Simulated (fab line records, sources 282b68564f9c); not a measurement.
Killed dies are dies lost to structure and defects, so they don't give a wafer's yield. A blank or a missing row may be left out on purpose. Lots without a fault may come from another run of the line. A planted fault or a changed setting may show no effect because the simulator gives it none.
fab line records | flow rit_cmos
record lots=6 wafers=18 last_day=7
route steps=202 shown NSD@138 PSD@142 SDANNEAL@154 M1@202
lots that met no fault: from a run of the same line without faults
start_h: hours from the record's first day to the start of the lot's first wafer shown | wait_h: hours since the lot's step before | " the same as in the row above | L1.1+2: a row that stands for several wafers | - no value, or no start given | * or withheld: withheld | < > ~ a bound
route shown NAME@n: a module of which the file shows steps, and the number in the route of the first | usual: mean/standard deviation of fault-free wafers | same: alike in all rows | chamber/n: place in a boat | sites: the reading at each site | _std_site: their standard deviation | _edge_site: outer sites' mean less inner sites' | radius_mm: how far each site lies from the wafer's centre | mask NAME#n: copy n | behind: the tool/chamber that last shaped the wafer | hold: why the lot was held/for how many hours/how that ended | device: the transistor (n, p or np) that didn't switch | end of line: the same wafers' tests at the end of the route | a step without rows: its recipe alone | killed: dies lost to structure and defects at the first sort, not the wafer's yield | map: a wafer's dies, x killed, . not, _ none there
set.NAME: the setting as run; set.NAME@STEP: as run at that earlier step | model.NAME: the simulator's own value behind a step, which no gauge read
lots at some steps of the route; a table a step, a row a wafer
services: from which hour (start_h, from the record's first day; less than 0 if before it) a tool's chamber was out of use, for how many hours, and why
## steps
# step RIT_NSD_HARDBAKE_07
# recipe resist=NOVOLAK temp_c=140 time_s=60
# step RIT_NSD_IMPLANT_08
# recipe species=P energy_kev=25.33 dose_cm2=1e+15 tilt_deg=7
# step RIT_NSD_STRIP_09
# recipe chemistry=O2 time_s=180 resist=NOVOLAK platen_temp_c=withheld power_w=500 pressure_mtorr=4000 o2_flow_sccm=4000
# usual drypump_motor_current_A=5.3/0.42 rf_refl_power_W=5.9/1.9
# columns lot.wafer tool chamber start_h wait_h drypump_motor_current_A rf_hours_counter_h rf_refl_power_W
L356.3 plasma_asher-01 1 62.90 0.1 4.9 - 8.3
L356.5 " 1 " " 4.8 - 8.2
L356.6 " 0 " " 5.0 - 4.4
L367.3 plasma_asher-01 1 124.66 0.1 4.8 - 8.0
L367.4 " 0 " " 5.0 - 4.3
L367.5 " 1 " " 4.9 - 8.1
L368.4 plasma_asher-04 1 130.35 0.1 5.3 - 3.4
L368.5 " 1 " " 5.3 - 3.4
L368.6 " 0 " " 5.9 - 6.8
L373.1 plasma_asher-04 1 148.64 0.1 5.3 3 3.5
L373.2 " 0 " " 6.0 3 6.6
L373.6 " 0 " " 5.9 - 6.6
L374.2 plasma_asher-04 0 153.38 0.1 6.0 4 7.1
L374.4 " 1 " " 5.3 - 3.4
L374.6 " 0 " " 5.9 - 6.8
L378.3 plasma_asher-04 0 168.77 0.1 5.9 - 6.7
L378.4 " 1 " " 5.3 - 3.5
L378.6 " 0 " " 5.9 - 6.8
# step RIT_NSD_TW_MEAS_10
# usual NSD_TW=3144/22
# columns lot.wafer tool chamber start_h wait_h NSD_TW
L356.3 film_metro-03 - 63.03 0.1 3167
L356.5 " - " " 3167
L356.6 " - " " 3144
L367.3 film_metro-04 - 124.80 0.1 3145
L367.4 " - " " 3132
L367.5 " - " " 3158
L368.4 film_metro-02 - 130.50 0.1 3129
L368.5 " - " " 3145
L368.6 " - " " 3152
L373.1 film_metro-04 - 148.81 0.1 3130
L373.2 " - " " 3117
L373.6 " - " " 3123
L374.2 film_metro-03 - 153.57 0.1 3169
L374.4 " - " " 3167
L374.6 " - " " 3179
L378.3 film_metro-03 - 168.91 0.1 3162
L378.4 " - " " 3151
L378.6 " - " " 3124
# step RIT_PSD_HMDS_00
# recipe prime_time_s=60 prime_temp_c=140
# step RIT_PSD_COAT_01
# recipe resist=NOVOLAK spin_rpm=3250 resist_thk_nm=1000
# step RIT_PSD_SOFTBAKE_02
# recipe resist=NOVOLAK temp_c=90 time_s=60
# step RIT_PSD_EXPOSE_03
# recipe mask_id=M10 na=0.57 target_cd_nm=40900 dose_mj=250
# step RIT_PSD_PEB_04
# recipe resist=NOVOLAK temp_c=withheld time_s=withheld
# step RIT_PSD_DEVELOP_05
# recipe resist=NOVOLAK develop_time_s=50 dev_temp_c=23
# step RIT_PSD_OVL_MEAS_06
# usual PSD_OVL=0.6/1.2
# columns lot.wafer tool chamber start_h wait_h PSD_OVL[nm]
L356.3 overlay-02 - 64.06 - 1.3
L356.5 " - " " -1.1
L356.6 " - " " -0.8
L367.3 overlay-02 - 125.75 - 0.2
L367.4 " - " " 1.4
L367.5 " - " " 1.1
L368.4 overlay-02 - 131.39 - 0.0
L368.5 " - " " -1.2
L368.6 " - " " 2.2
L373.1 overlay-01 - 150.00 - 1.5
L373.2 " - " " 0.2
L373.6 " - " " 1.7
L374.2 overlay-02 - 154.65 - 0.8
L374.4 " - " " -0.1
L374.6 " - " " 0.4
L378.3 overlay-02 - 169.81 - 0.8
L378.4 " - " " 1.3
L378.6 " - " " -1.4
# step RIT_PSD_HARDBAKE_07
# recipe resist=NOVOLAK temp_c=140 time_s=60
# step RIT_PSD_IMPLANT_08
# recipe species=BF2 energy_kev=27 dose_cm2=5e+15 tilt_deg=7
# usual beam_energy_keV=27.001/0.008 beam_on_s=13.3/0.78 dose_ions_cm2=5.001e+15/5.6e+12
# columns lot.wafer tool chamber start_h wait_h beam_energy_keV beam_on_s dose_ions_cm2
L356.3 implanter-02 0 64.50 0.1 27.013 12.8 4.996e+15
L356.5 " 0 " " 26.994 13.4 5.003e+15
L356.6 " 0 " " 27.001 12.7 4.993e+15
L367.3 implanter-02 0 125.97 0.1 27.005 21.0 8.005e+15
L367.4 " 0 " " 27.005 20.8 8.01e+15
L367.5 " 0 " " 27.010 21.1 8e+15
L368.4 implanter-02 0 131.71 0.2 26.995 20.2 7.997e+15
L368.5 " 0 " " 26.997 21.7 8e+15
L368.6 " 0 " " 27.012 20.8 8.002e+15
L373.1 implanter-03 0 150.19 0.1 27.007 14.4 4.997e+15
L373.2 " 0 " " 27.006 15.1 4.997e+15
L373.6 " 0 " " 27.004 14.8 4.999e+15
L374.2 implanter-01 0 154.97 0.1 26.986 12.9 5.002e+15
L374.4 " 0 " " 27.007 13.1 5.002e+15
L374.6 " 0 " " 27.001 13.8 5.001e+15
L378.3 implanter-01 0 170.04 0.1 27.000 13.1 4.993e+15
L378.4 " 0 " " 27.013 13.2 5.006e+15
L378.6 " 0 " " 26.995 13.2 4.996e+15
# step RIT_PSD_STRIP_09
# recipe chemistry=O2 time_s=180 resist=NOVOLAK platen_temp_c=withheld power_w=500 pressure_mtorr=4000 o2_flow_sccm=4000
# usual drypump_motor_current_A=5.4/0.34 rf_refl_power_W=5.8/1.8
# columns lot.wafer tool chamber start_h wait_h drypump_motor_current_A rf_hours_counter_h rf_refl_power_W
L356.3 plasma_asher-04 0 64.66 0.1 5.9 - 6.9
L356.5 " 0 " " 5.9 - 6.8
L356.6 " 1 " " 5.3 - 3.6
L367.3 plasma_asher-02 0 126.13 0.1 5.4 - 7.6
L367.4 " 1 " " 5.3 - 4.6
L367.5 " 0 " " 5.3 - 7.5
L368.4 plasma_asher-02 0 131.92 0.2 5.3 - 7.3
L368.5 " 1 " " 5.4 - 4.8
L368.6 " 0 " " 5.3 - 7.2
L373.1 plasma_asher-02 0 150.34 0.1 5.3 55 7.6
L373.2 " 1 " " 5.3 55 4.7
L373.6 " 1 " " 5.4 - 4.7
L374.2 plasma_asher-04 0 155.09 0.1 5.9 4 6.9
L374.4 " 1 " " 5.3 - 3.6
L374.6 " 0 " " 5.9 - 6.8
L378.3 plasma_asher-04 0 170.19 0.1 5.9 - 7.2
L378.4 " 1 " " 5.3 - 3.4
L378.6 " 0 " " 5.9 - 7.2
# step RIT_PSD_TW_MEAS_10
# usual PSD_TW=3443/21
# columns lot.wafer tool chamber start_h wait_h hold PSD_TW
L356.3 film_metro-04 - 64.79 0.1 - 3398
L356.5 " - " " - 3421
L356.6 " - " " - 3406
L367.3 film_metro-03 - 126.27 0.1 await_dispo/0.2h/release 3587
L367.4 " - " " await_dispo/0.2h/release 3580
L367.5 " - " " await_dispo/0.2h/release 3576
L367.3 film_metro-03 - 126.50 0.2 - 3575
L367.4 " - " " - 3566
L367.5 " - " " - 3598
L368.4 film_metro-02 - 132.07 0.1 await_dispo/0.2h/release 3553
L368.5 " - " " await_dispo/0.2h/release 3551
L368.6 " - " " await_dispo/0.2h/release 3552
L368.4 film_metro-02 - 132.29 0.2 - 3552
L368.5 " - " " - 3564
L368.6 " - " " - 3570
L373.1 film_metro-03 - 150.51 0.1 - 3490
L373.2 " - " " - 3472
L373.6 " - " " - 3474
L374.2 film_metro-04 - 155.28 0.1 - 3416
L374.4 " - " " - 3436
L374.6 " - " " - 3415
L378.3 film_metro-02 - 170.33 0.1 - 3461
L378.4 " - " " - 3467
L378.6 " - " " - 3469
# step RIT_SDANNEAL_CLEAN_01
# recipe chemistry=dHF dilution=50:1 time_s=30
# step RIT_SDANNEAL_CLEAN_02
# recipe chemistry=SC2 mix=3:3:50 time_s=600 temp_c=75 dry=n2_spin
# step RIT_SDANNEAL_RTA_03
# recipe temp_c=1050 time_s=5 idle_temp_c=600 ramp_up_c_per_s=342 ramp_down_c_per_s=171 cool_to_c=600 ambient=N2
# usual anneal_temp_c_max=1058.2/1.6 wafer_temp_C_max=1053.4/1.2
# columns lot.wafer tool chamber start_h wait_h anneal_temp_c_max wafer_temp_C_max
L356.3 rtp_anneal-01 0 65.22 0.0 1055.9 1054.3
L356.5 " 0 " " 1056.8 1053.8
L356.6 " 0 " " 1056.8 1053.4
L367.3 rtp_anneal-02 0 130.92 0.0 1059.7 1051.4
L367.4 " 0 " " 1060.0 1052.7
L367.5 " 0 " " 1062.3 1054.0
L368.4 rtp_anneal-01 0 139.65 0.0 1060.7 1054.0
L368.5 " 0 " " 1056.6 1053.8
L368.6 " 0 " " 1056.9 1052.6
L373.1 rtp_anneal-02 0 151.13 0.0 1057.1 1053.5
L373.2 " 0 " " 1059.7 1055.9
L373.6 " 0 " " 1060.4 1055.8
L374.2 rtp_anneal-02 0 155.90 0.0 1057.7 1053.7
L374.4 " 0 " " 1060.4 1052.8
L374.6 " 0 " " 1060.0 1054.3
L378.3 rtp_anneal-01 0 170.79 0.0 1057.5 1053.2
L378.4 " 0 " " 1057.6 1053.7
L378.6 " 0 " " 1058.6 1051.7
# step RIT_SDANNEAL_RS_MEAS_04
# recipe thk_meas_gauge=four-point-probe
# usual PSD_RS=116.06/0.29
# columns lot.wafer tool chamber start_h wait_h hold PSD_RS[ohm/sq]
L356.3 film_metro-04 - 65.30 0.1 - 115.95
L356.5 " - " " - 116.00
L356.6 " - " " - 116.01
L367.3 film_metro-03 - 131.06 0.1 await_dispo/0.2h/release 110.19
L367.4 " - " " await_dispo/0.2h/release 109.93
L367.5 " - " " await_dispo/0.2h/release 110.02
L367.3 film_metro-03 - 131.42 0.3 - 110.15
L367.4 " - " " - 109.95
L367.5 " - " " - 109.97
L368.4 film_metro-02 - 139.74 0.1 await_dispo/0.2h/release 110.65
L368.5 " - " " await_dispo/0.2h/release 110.83
L368.6 " - " " await_dispo/0.2h/release 110.72
L368.4 film_metro-02 - 140.03 0.3 - 110.54
L368.5 " - " " - 110.62
L368.6 " - " " - 110.88
L373.1 film_metro-02 - 151.19 0.0 - 116.41
L373.2 " - " " - 116.33
L373.6 " - " " - 116.46
L374.2 film_metro-02 - 155.96 0.1 - 116.47
L374.4 " - " " - 116.64
L374.6 " - " " - 116.22
L378.3 film_metro-02 - 170.87 0.1 - 115.83
L378.4 " - " " - 115.95
L378.6 " - " " - 115.80
# step RIT_SDANNEAL_RS_MEAS_05
# recipe thk_meas_gauge=four-point-probe
# usual NSD_RS=84.43/0.28
# columns lot.wafer tool chamber start_h wait_h hold NSD_RS[ohm/sq]
L356.3 film_metro-04 - 65.42 0.1 - 84.43
L356.5 " - " " - 84.11
L356.6 " - " " - 84.33
L367.3 film_metro-03 - 140.96 9.5 await_dispo/9.4h/release 83.69
L367.4 " - " " await_dispo/9.4h/release 83.95
L367.5 " - " " await_dispo/9.4h/release 83.86
L368.4 film_metro-02 - 145.23 5.2 await_dispo/5.1h/release 84.26
L368.5 " - " " await_dispo/5.1h/release 84.23
L368.6 " - " " await_dispo/5.1h/release 83.98
L373.1 film_metro-02 - 151.31 0.1 - 84.32
L373.2 " - " " - 84.57
L373.6 " - " " - 84.84
L374.2 film_metro-02 - 156.08 0.1 - 84.39
L374.4 " - " " - 84.66
L374.6 " - " " - 84.88
L378.3 film_metro-02 - 170.99 0.1 - 84.55
L378.4 " - " " - 84.55
L378.6 " - " " - 84.66
# step RIT_M1_PROBE_99
# usual defect_limited_yield=97.3/1.2 killed_at_front_end=7/3.2 killed_dies=7/3.2 killed_open=3.5/2.2 killed_short=3.6/2.1 sort_bin_3_pad_short=0.1/0.22 sort_bin_5_function=1.5/0.87 sort_bin_6_memory=1.1/0.65 sort_n_pass=257/3.2 sort_yield_pct=97.3/1.2
# same gross_dies=264 killed_at_M0_to_M3=0 killed_at_M4_up=0 killed_at_back_side=0 killed_at_contacts=0 killed_at_other=0
# columns lot.wafer tool chamber start_h wait_h defect_limited_yield[%] killed_at_front_end killed_dies killed_open killed_short sort_bin_3_pad_short[%] sort_bin_5_function[%] sort_bin_6_memory[%] sort_n_pass sort_yield_pct[%]
L356.3 prober-01 - 72.91 0.2 97.0 8 8 4 4 0.4 1.5 1.1 256 97.0
L356.5 prober-01 - 73.01 0.2 97.7 6 6 5 1 0 1.9 0.4 258 97.7
L356.6 prober-01 - 73.06 0.2 98.9 3 3 1 2 0 0.8 0.4 261 98.9
L373.1 prober-02 - 159.91 0.1 97.7 6 6 3 3 0 1.1 1.1 258 97.7
L373.2 prober-02 - 159.96 0.1 96.6 9 9 5 4 0.4 1.1 1.9 255 96.6
L373.6 prober-02 - 160.16 0.2 97.3 7 7 1 6 0 1.9 0.8 257 97.3
L374.2 prober-02 - 164.82 0.1 97.7 6 6 2 4 0.4 1.9 0 258 97.7
L374.4 prober-02 - 164.92 0.2 98.5 4 4 3 1 0 1.5 0 260 98.5
L374.6 prober-02 - 165.02 0.2 98.1 5 5 2 3 0 1.1 0.8 259 98.1
# killed by level:class
L356.3 GATE:geometric_particle:open=3 GATE:geometric_particle:short=2 REOX:geometric_particle:short=1 REOX:geometric_particle:open=1 SPACER:geometric_particle:short=1
L356.5 SILICIDE:geometric_particle:open=2 FOX1:geometric_particle:open=1 FOX1:geometric_particle:short=1 GATE:geometric_particle:open=1 SPACER:geometric_particle:open=1
L356.6 FOX1:geometric_particle:short=1 GATE:geometric_particle:open=1 SILICIDE:geometric_particle:short=1
L373.1 GATE:geometric_particle:open=2 FOX1:geometric_particle:short=1 FOX1:geometric_particle:open=1 GATE:geometric_particle:short=1 REOX:geometric_particle:short=1
L373.2 GATE:geometric_particle:short=3 GATE:geometric_particle:open=2 REOX:geometric_particle:open=2 FOX1:geometric_particle:short=1 SPACER:geometric_particle:open=1
L373.6 FOX1:geometric_particle:short=3 GATE:geometric_particle:short=2 FOX1:geometric_particle:open=1 SPACER:geometric_particle:short=1
L374.2 FOX1:geometric_particle:short=2 FOX2:geometric_particle:short=1 GATE:geometric_particle:open=1 REOX:geometric_particle:open=1 SILICIDE:geometric_particle:short=1
L374.4 REOX:geometric_particle:open=3 REOX:geometric_particle:short=1
L374.6 FOX1:geometric_particle:open=1 FOX1:geometric_particle:short=1 FOX2:geometric_particle:short=1 SPACER:geometric_particle:open=1 SILICIDE:geometric_particle:short=1
## services
# columns tool chamber start_h hours kind
plasma_asher-04 - 43.51 3.7 repair
implanter-03 - 50.85 3.1 repair
plasma_asher-04 - 51.11 3.1 repair
implanter-03 - 51.98 1.2 repair
implanter-01 - 66.67 3.3 pm
implanter-03 - 67.06 5.6 pm
plasma_asher-04 - 77.09 1.1 repair
rtp_anneal-02 - 80.50 6.7 pm
implanter-01 - 92.11 1.5 repair
implanter-01 - 98.33 10.6 repair
implanter-03 - 106.03 3.0 repair
plasma_asher-04 - 108.75 9.0 pm
plasma_asher-04 0 108.75 9.0 vent_cycle
plasma_asher-04 1 108.75 9.0 vent_cycle
plasma_asher-04 0 117.75 - clean
plasma_asher-04 1 117.75 - clean
implanter-01 - 124.51 4.6 pm
implanter-03 - 128.25 2.3 repair
plasma_asher-04 - 131.12 4.3 pm
implanter-02 - 155.14 5.4 pm
plasma_asher-01 - 160.90 2.8 pm
implanter-02 - 165.41 6.8 repair
## key
first_sign step=RIT_PSD_IMPLANT_08 reading=dose_ions_cm2 direction=up sigmas=99+ usual=5.001e+15 struck=8.002e+15
effect step=RIT_PSD_IMPLANT_08 reading=beam_on_s direction=up sigmas=9.7 usual=13.3 struck=20.9
effect step=RIT_PSD_TW_MEAS_10 reading=visit direction=added
effect step=RIT_PSD_TW_MEAS_10 reading=PSD_TW direction=up sigmas=5.8 usual=3443 struck=3566
effect step=RIT_SDANNEAL_RS_MEAS_04 reading=visit direction=added
effect step=RIT_SDANNEAL_RS_MEAS_04 reading=PSD_RS direction=down sigmas=20 usual=116.06 struck=110.39
met_at RIT_PSD_IMPLANT_08
struck_wafers L367.3,L367.4,L367.5,L368.4,L368.5,L368.6
rows_end L367.3,L367.4,L367.5,L368.4,L368.5,L368.6
onset_between 64.50 125.97
fault kind=process_parameter_drift tool=implanter-02 chamber=- onset_h=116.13 steps=RIT_PSD_IMPLANT_08 channel=dose_cm2 offset=3e+15 shape=step end_h=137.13 acts_in=these_recipes_only stated=5e+15
# rows_end: these wafers met a further fault down the route, and their rows from its step on are left out
